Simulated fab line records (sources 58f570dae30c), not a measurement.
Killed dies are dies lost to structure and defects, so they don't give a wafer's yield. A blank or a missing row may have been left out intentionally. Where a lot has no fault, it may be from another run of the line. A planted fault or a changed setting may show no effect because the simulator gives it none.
fab line records + flow berkeley_cmos170
[record]
- lots = 13
- wafers = 39
- last_day = 12
route steps=331 shown PFIELD@82
lots with no fault: from the same line, run without faults
start_h: start of the lot's first displayed wafer, in hours after the record's first day + wait_h: hours from the lot's prior step to this one + " as in the row above + L1.1+2: several wafers, shown together as one row + - no value, or no start given + * or withheld: withheld + < > ~ a bound
route shown NAME@n: NAME is a module with steps in the file, n the number in the route of the first one + usual: average and standard deviation across the fault-free wafers + same: alike in all rows + chamber/n: place in a boat + sites: readings site by site + _std_site: their standard deviation + _edge_site: the outer-site mean with the inner-site mean subtracted + radius_mm: how far each site lies from the wafer's centre + mask NAME#n: copy n + behind: the last tool/chamber to shape the wafer + hold: why the lot went on hold/how many hours it stayed there/how the hold came to an end + device: which transistor (n, p or np) failed to switch + end of line: the route-end tests of the same wafers + step lacking rows: just its recipe + killed: the dies lost at the first sort to structure and to defects; this is not the yield of the wafer + map: shows each die of a wafer: x if killed, . if not, _ if none is there
set.NAME: the setting that was run; set.NAME@STEP: the one run at that earlier step + model.NAME: the simulator's own value behind a step, which no gauge read
steps of the route over a sample of lots; a table a step, a row a wafer
services: from which hour (start_h, from the record's first day; less than 0 if before it) a tool's chamber was out of use, for how many hours, and why
[[steps]]
[step UCB170_PFIELD_EXPOSE_03]
[recipe]
- mask_id = PFIELD
- na = 0.5
- sigma_outer = 0.6
- source_shape = conventional
- target_cd_nm = 1500
- dose_mj = 30
[usual]
- focus_offset_nm = -0.2/0.55
| lot.wafer | tool           | chamber | start_h | wait_h | mask        | focus_offset_nm |
|-----------|----------------|---------|---------|--------|-------------|-----------------|
| L882.1    | krf_scanner-01 | 0       | 75.44   | 0.1    | PFIELD#0    | -0.3            |
| L882.2    | "              | 0       | "       | "      | PFIELD#0    | -2.1            |
| L882.5    | "              | 0       | "       | "      | PFIELD#0    | -0.9            |
| L881.1    | krf_scanner-02 | 0       | 76.02   | 0.2    | PFIELD#0    | 0.4             |
| L881.3    | "              | 0       | "       | "      | PFIELD#0    | 0.2             |
| L881.5    | "              | 0       | "       | "      | PFIELD#0    | -0.8            |
| L884.2    | krf_scanner-01 | 0       | 91.78   | 0.2    | PFIELD#0    | -0.3            |
| L884.4    | "              | 0       | "       | "      | PFIELD#0    | -1.3            |
| L884.6    | "              | 0       | "       | "      | PFIELD#0    | -1.7            |
| L885.2    | krf_scanner-02 | 0       | 102.25  | 0.3    | PFIELD#0    | -0.7            |
| L885.4    | "              | 0       | "       | "      | PFIELD#0    | -0.5            |
| L885.5    | "              | 0       | "       | "      | PFIELD#0    | -0.5            |
| L886.3    | krf_scanner-01 | 0       | 102.52  | 0.2    | PFIELD#0    | 0.2             |
| L886.5    | "              | 0       | "       | "      | PFIELD#0    | 1.3             |
| L886.6    | "              | 0       | "       | "      | PFIELD#0    | 0.0             |
| L887.1    | krf_scanner-02 | 0       | 109.96  | 0.2    | PFIELD#0    | 0.1             |
| L887.3    | "              | 0       | "       | "      | PFIELD#0    | -0.6            |
| L887.6    | "              | 0       | "       | "      | PFIELD#0    | -0.8            |
| L890.3    | krf_scanner-01 | 0       | 129.39  | 0.2    | PFIELD#0    | -0.8            |
| L890.4    | "              | 0       | "       | "      | PFIELD#0    | -0.5            |
| L890.5    | "              | 0       | "       | "      | PFIELD#0    | -0.8            |
| L893.2    | krf_scanner-01 | 0       | 140.24  | 0.1    | PFIELD#0    | -0.1            |
| L893.4    | "              | 0       | "       | "      | PFIELD#0    | 0.1             |
| L893.5    | "              | 0       | "       | "      | PFIELD#0    | 0.1             |
| L895.2    | krf_scanner-02 | 0       | 153.27  | 0.2    | PFIELD#0    | 0.3             |
| L895.3    | "              | 0       | "       | "      | PFIELD#0    | 0.4             |
| L895.5    | "              | 0       | "       | "      | PFIELD#0    | 0.1             |
| L897.2    | krf_scanner-02 | 0       | 167.49  | 0.1    | PFIELD_R1#0 | 0.0             |
| L897.3    | "              | 0       | "       | "      | PFIELD_R1#0 | -0.3            |
| L897.5    | "              | 0       | "       | "      | PFIELD_R1#0 | -0.4            |
| L900.2    | krf_scanner-02 | 0       | 174.53  | 0.1    | PFIELD#0    | -0.1            |
| L900.5    | "              | 0       | "       | "      | PFIELD#0    | -0.4            |
| L900.6    | "              | 0       | "       | "      | PFIELD#0    | 0.6             |
| L899.3    | krf_scanner-02 | 0       | 175.06  | 0.5    | PFIELD#0    | 0.1             |
| L899.4    | "              | 0       | "       | "      | PFIELD#0    | 0.4             |
| L899.5    | "              | 0       | "       | "      | PFIELD#0    | 0.2             |
| L904.1    | krf_scanner-01 | 0       | 206.58  | 0.3    | PFIELD#0    | 0.5             |
| L904.2    | "              | 0       | "       | "      | PFIELD#0    | -0.5            |
| L904.4    | "              | 0       | "       | "      | PFIELD#0    | 0.2             |
[[services]]
| tool           | chamber | start_h | hours | kind        |
|----------------|---------|---------|-------|-------------|
| krf_scanner-01 | -       | 51.50   | 1.3   | pm          |
| krf_scanner-02 | -       | 61.80   | 1.0   | pm          |
| krf_scanner-01 | 0       | 89.69   | -     | calibration |
| krf_scanner-02 | -       | 91.78   | 1.3   | pm          |
| krf_scanner-01 | -       | 132.14  | 1.0   | pm          |
| krf_scanner-02 | -       | 136.82  | 0.3   | repair      |
| krf_scanner-02 | -       | 140.14  | 4.0   | pm          |
| krf_scanner-02 | 0       | 142.73  | -     | calibration |
| krf_scanner-02 | -       | 162.16  | 1.5   | repair      |
| krf_scanner-01 | -       | 167.84  | 0.8   | pm          |
[[key]]
[first_sign]
- step = UCB170_PFIELD_EXPOSE_03
- reading = mask
- direction = changed
effect none on later readings
met_at UCB170_PFIELD_EXPOSE_03
struck_lots L897
sort_left_out L897.2,L897.3,L897.5
tester_left_out L897
onset_between 153.27 167.49
[fault]
- kind = wrong_mask
- tool = any
- chamber = -
- onset_h = 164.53
- steps = UCB170_PFIELD_EXPOSE_03
- aux_copy = PFIELD_R1#0
- cd_offset_nm = 225
- scope = struck_lots_only
// tester_left_out: of these lots the tester's yield and bins aren't shown, on N5 and GAA mostly nor the transistor test; their killed dies are dies lost to structure and defects alone, not to doping, threshold or leakage, so they don't give the yield
// sort_left_out: the simulated sort isn't trusted on such a fault, so these wafers' sort isn't shown, and their yield isn't known
